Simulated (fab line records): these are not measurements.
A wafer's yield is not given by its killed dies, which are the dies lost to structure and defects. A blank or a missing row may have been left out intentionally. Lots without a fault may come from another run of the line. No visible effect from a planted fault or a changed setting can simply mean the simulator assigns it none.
Matching of chambers | flow berkeley cmos170 | pecvd-02 running UCB170_V2_CVD_00: 3 sister chambers
The step deposits SiO2 from TEOS/O2, target thk 2000 nm, time 250 s. 18 wafers are shown with their chamber, then 9 later ones without.

## WAFERS PAIRED WITH THEIR CHAMBERS
wafer  | chamber | heater power w (W) | susceptor temp C (C)
L074.2 | 0       | 253                | 389.87
L074.3 | 2       | 393                | 389.75
L074.4 | 2       | 313                | 390.01
L075.2 | 1       | 226                | 390.13
L075.4 | 1       | 173                | 390.20
L075.6 | 0       | 232                | 390.20
L086.2 | 1       | 217                | 390.12
L086.4 | 1       | 169                | 390.72
L086.6 | 1       | 238                | 390.57
L082.1 | 1       | 256                | 389.65
L082.3 | 2       | 313                | 389.86
L082.4 | 1       | 175                | 389.83
L087.2 | 1       | 219                | 390.45
L087.4 | 2       | 308                | 390.03
L087.5 | 2       | 406                | 389.74
L090.3 | 1       | 204                | 390.18
L090.4 | 0       | 227                | 390.14
L090.6 | 2       | 396                | 389.87

SIGNATURES (averages over the wafers above)
reading          | chamber 0 | chamber 1 | chamber 2 | scatter within a chamber
heater power w   | 237.33    | 208.56    | 354.83    | 36
susceptor temp C | 390.0700  | 390.2056  | 389.8767  | 0.266
Rule: for a wafer and a chamber, the distance is found by dividing, reading by reading, the gap between the wafer's reading and the chamber's mean by the reading's scatter, squaring, summing and taking the root. If the next closest chamber is less than 2 further off than the closest, the wafer can't be placed; otherwise it belongs to the closest. The scatter: the root of (the sum of the squares of (reading less its chamber's mean) over the shown wafers, divided by (wafers less chambers)).

## WAFERS MISSING THEIR CHAMBER
wafer  | heater power w (W) | susceptor temp C (C)
L093.2 | 246                | 389.71
L093.3 | 399                | 389.84
L093.4 | 314                | 389.80
L096.1 | 333                | 390.17
L096.2 | 256                | 389.93
L096.4 | 233                | 390.14
L097.1 | 315                | 389.99
L097.2 | 393                | 390.04
L097.5 | 226                | 389.95

## CHAMBER TAKEN BY EACH
wafer  | from the rows above          | in truth
L093.2 | can't be placed: 0 or 1 or 2 | 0
L093.3 | 2                            | 2
L093.4 | can't be placed: 2 or 0      | 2
L096.1 | can't be placed: 2 or 0      | 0
L096.2 | can't be placed: 0 or 1      | 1
L096.4 | can't be placed: 0 or 1      | 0
L097.1 | can't be placed: 2 or 0 or 1 | 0
L097.2 | 2                            | 2
L097.5 | can't be placed: 0 or 1      | 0
Correct placement for 2 of the 9. Unplaceable from these rows: 7, with the true chamber sitting among the candidates in 7. Wrongly placed: 0.
